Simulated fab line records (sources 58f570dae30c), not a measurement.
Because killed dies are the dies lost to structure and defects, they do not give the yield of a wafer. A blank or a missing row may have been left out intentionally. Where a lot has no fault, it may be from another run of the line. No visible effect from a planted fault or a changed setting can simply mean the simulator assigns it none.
Lot-split experiment :: flow berkeley_cmos170 :: 23 wafers read across 5 lots, on a route 331 steps long

## THE SPLIT
At UCB170_NWELL_IMPLANT_14, the setting energy_kev was moved away from the recipe's 150 on 8 of the 23 wafers read, by -3.5% to +4.6%. All remaining wafers had this setting at the recipe value.

The reading is taken at the split's own step.

## THE READING
In nm, at UCB170_NWELL_IMPLANT_14: implant.drp_nm, which is the simulator's own figure and was read by no gauge. The file gives no usual value for it.

wafer: L074.1
tool, chamber at the split: implanter-01, 0
energy_kev as run: 150
against the recipe: recipe
implant.drp_nm, nm: 62.72
against lot-mates on the recipe: -

wafer: L074.2
tool, chamber at the split: implanter-01, 0
energy_kev as run: 150
against the recipe: recipe
implant.drp_nm, nm: 62.72
against lot-mates on the recipe: -

wafer: L074.3
tool, chamber at the split: implanter-01, 0
energy_kev as run: 150
against the recipe: recipe
implant.drp_nm, nm: 62.72
against lot-mates on the recipe: -

wafer: L074.4
tool, chamber at the split: implanter-01, 0
energy_kev as run: 150
against the recipe: recipe
implant.drp_nm, nm: 62.72
against lot-mates on the recipe: -

wafer: L074.6
tool, chamber at the split: implanter-01, 0
energy_kev as run: 150
against the recipe: recipe
implant.drp_nm, nm: 62.72
against lot-mates on the recipe: -

wafer: L078.1
tool, chamber at the split: implanter-01, 0
energy_kev as run: 153.2
against the recipe: +2.1%
implant.drp_nm, nm: 63.73
against lot-mates on the recipe: +1.01

wafer: L078.2
tool, chamber at the split: implanter-01, 0
energy_kev as run: 153.2
against the recipe: +2.1%
implant.drp_nm, nm: 63.73
against lot-mates on the recipe: +1.01

wafer: L078.3
tool, chamber at the split: implanter-01, 0
energy_kev as run: 150
against the recipe: recipe
implant.drp_nm, nm: 62.72
against lot-mates on the recipe: -

wafer: L078.4
tool, chamber at the split: implanter-01, 0
energy_kev as run: 150
against the recipe: recipe
implant.drp_nm, nm: 62.72
against lot-mates on the recipe: -

wafer: L078.5
tool, chamber at the split: implanter-01, 0
energy_kev as run: 150
against the recipe: recipe
implant.drp_nm, nm: 62.72
against lot-mates on the recipe: -

wafer: L081.3
tool, chamber at the split: implanter-01, 0
energy_kev as run: 150
against the recipe: recipe
implant.drp_nm, nm: 62.72
against lot-mates on the recipe: -

wafer: L081.5
tool, chamber at the split: implanter-01, 0
energy_kev as run: 150
against the recipe: recipe
implant.drp_nm, nm: 62.72
against lot-mates on the recipe: -

wafer: L081.6
tool, chamber at the split: implanter-01, 0
energy_kev as run: 150
against the recipe: recipe
implant.drp_nm, nm: 62.72
against lot-mates on the recipe: -

wafer: L083.1
tool, chamber at the split: implanter-01, 0
energy_kev as run: 144.7
against the recipe: -3.5%
implant.drp_nm, nm: 60.99
against lot-mates on the recipe: -1.73

wafer: L083.3
tool, chamber at the split: implanter-01, 0
energy_kev as run: 144.7
against the recipe: -3.5%
implant.drp_nm, nm: 60.99
against lot-mates on the recipe: -1.73

wafer: L083.4
tool, chamber at the split: implanter-01, 0
energy_kev as run: 144.7
against the recipe: -3.5%
implant.drp_nm, nm: 60.99
against lot-mates on the recipe: -1.73

wafer: L083.5
tool, chamber at the split: implanter-01, 0
energy_kev as run: 150
against the recipe: recipe
implant.drp_nm, nm: 62.72
against lot-mates on the recipe: -

wafer: L083.6
tool, chamber at the split: implanter-01, 0
energy_kev as run: 150
against the recipe: recipe
implant.drp_nm, nm: 62.72
against lot-mates on the recipe: -

wafer: L084.2
tool, chamber at the split: implanter-04, 0
energy_kev as run: 150
against the recipe: recipe
implant.drp_nm, nm: 62.72
against lot-mates on the recipe: -

wafer: L084.6
tool, chamber at the split: implanter-04, 0
energy_kev as run: 150
against the recipe: recipe
implant.drp_nm, nm: 62.72
against lot-mates on the recipe: -

wafer: L084.3
tool, chamber at the split: implanter-04, 0
energy_kev as run: 156.9
against the recipe: +4.6%
implant.drp_nm, nm: 64.87
against lot-mates on the recipe: +2.15

wafer: L084.4
tool, chamber at the split: implanter-04, 0
energy_kev as run: 156.9
against the recipe: +4.6%
implant.drp_nm, nm: 64.87
against lot-mates on the recipe: +2.15

wafer: L084.5
tool, chamber at the split: implanter-04, 0
energy_kev as run: 156.9
against the recipe: +4.6%
implant.drp_nm, nm: 64.87
against lot-mates on the recipe: +2.15

FIT RESULTS
A straight line over all 23 wafers: implant.drp_nm changes by +0.476 nm for each +1% of energy_kev; r = +1.00; the points scatter about the line by 0.02 nm.
The same after taking each lot's own level away (the mean of its wafers on the recipe; 23 wafers): +0.476 nm for each +1%; r = +1.00; scatter 0.02 nm.
On that fit, the largest move of energy_kev shifts the reading by 2.2 nm.
The lots' own levels span 62.720 to 62.720 nm.
Consequently the slope shifts little with the lot-to-lot level, the two slopes agreeing.
Check: for one of the wafers moved furthest among these (+4.6%), held out of the fit, the line's prediction against its lot-mates is +2.19 nm. It came out at +2.15 nm against them.

## THE OTHER SPLITS THESE WAFERS WENT THROUGH
Other splits were also applied to these wafers ahead of the reading. Each is held against what the fit with the lots' levels taken away leaves over:
other split on the same wafers: UCB170_START_OXIDATION_02 temp_c
wafers away from the commonest value: 15
r with implant.drp_nm (lot level and that fit taken away): -0.06

other split on the same wafers: UCB170_NWELL_OXIDATION_01 temp_c
wafers away from the commonest value: 15
r with implant.drp_nm (lot level and that fit taken away): +0.06

## THE WHOLE CHAIN: every reading that the file lists as answering this split, in the file's order
step: UCB170_NWELL_IMPLANT_14
what it does: 
reading: implant.rp_nm (the simulator's own value, which no gauge read)
change (the file's fit): +1.96 nm for each +1% of the setting
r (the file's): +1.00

step: UCB170_NWELL_IMPLANT_14
what it does: 
reading: implant.drp_nm (the simulator's own value, which no gauge read)
change (the file's fit): +0.476 nm for each +1% of the setting
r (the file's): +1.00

## FILE'S OWN FIT
implant.drp_nm changes by +0.476 nm for each +1% of energy_kev, r = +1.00.
